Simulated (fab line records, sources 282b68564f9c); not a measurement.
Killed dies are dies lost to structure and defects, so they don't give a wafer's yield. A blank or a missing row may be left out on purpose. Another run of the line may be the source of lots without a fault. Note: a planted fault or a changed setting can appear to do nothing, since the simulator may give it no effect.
Code-filled problem report in 8D (eight disciplines) form | flow rit_cmos | the parts of the form that need people (team, actions taken, sign-off) are left out

1. WHAT IS WRONG
Mean ACTIVE_OXIDE_THK at RIT_ACTIVE_THK_MEAS_02: 54.9 nm over 6 wafers in 2 lots; fault-free wafers: 48.1 nm, standard deviation 0.9. Relative to the usual mean, that is a shift of +7.5 standard deviations.
First observed at day 5 01:04: wafer L289.2, on film_metro-02. The record holds 42 wafers of 14 lots with a number at this step. The rule behind "out" and "out of limits": a value lying over 4 standard deviations away from the usual mean. All remaining wafers that have a number are taken as sound.

2. WHAT IT IS AND WHAT IT IS NOT
question                    | is                           | is not
which readings at this step | ACTIVE_OXIDE_THK             | -
which lots                  | L289, L290                   | L272, L273, L274, L275, L277, L279, L280, L282, L283, L284, L285, L292
which wafers of those lots  | all that have a number       | -
read on which gauges        | film_metro-02, film_metro-03 | film_metro-01
when                        | from day 5 01:04             | up to then (33 sound wafers); but 3 sound wafers of L292 came after

3. SUSPECTS, AND WHAT RULES EACH OUT
Counting: a tool stays on the suspect list if, at a process step up to the reading, it processed all lots that are out and no sound lot following the first of them.
- the gauge at RIT_ACTIVE_THK_MEAS_02 is ruled out. Those wafers that are out were read across 2 gauges (film_metro-02, film_metro-03).
- furnace-02 at RIT_ACTIVE_OXIDATION_01 (target thk 46.8 nm, ox time 3513 s): kept. It ran every lot that is out, first L289 (day 4 23:07), and no sound lot after that; its last sound lot up to then is L284 (day 3 22:07).
Left after counting: furnace-02 at RIT_ACTIVE_OXIDATION_01.

4. THE CAUSE (what the simulator had put in)
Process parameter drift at RIT_ACTIVE_OXIDATION_01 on furnace-02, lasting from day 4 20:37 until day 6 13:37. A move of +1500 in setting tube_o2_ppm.
This tool alone remained once counting was done.

5. THE CHAIN OF EFFECTS, in route order
Each row: a reading whose mean over the struck wafers that have a number lies more than 3 standard deviations from the usual. Only readings whose record carries a usual standard deviation are examined. hours: median over the lots of the time between each lot's start at the first step of this table that gives one and its start at this step. sigmas: the change, counted in usual standard deviations.
hours | step                   | reading          | usual   | on struck wafers | change | sigmas
0     | RIT_ACTIVE_THK_MEAS_02 | ACTIVE_OXIDE_THK | 48.1 nm | 54.9             | +6.8   | +7.5
At these later measuring or inspecting steps, every struck wafer for which the step has a row has a number for every such reading, and none has moved that far: RIT_PRETRO_OVL_MEAS_06.

6. HOW IT WOULD HAVE BEEN CAUGHT EARLIER
The first out-of-limits reading at a measuring or inspecting step in this record came at day 5 01:04, 4 hours after the fault's start at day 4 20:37.
No tool reading at RIT_ACTIVE_OXIDATION_01 that has a usual standard deviation in the record was out on any struck wafer, so an alarm limit of 4 standard deviations on those readings would not have fired.
Lots out: 2; of these, L290 started RIT_ACTIVE_OXIDATION_01 on furnace-02 after day 5 01:04. A tool hold placed at that time would have kept it from harm.
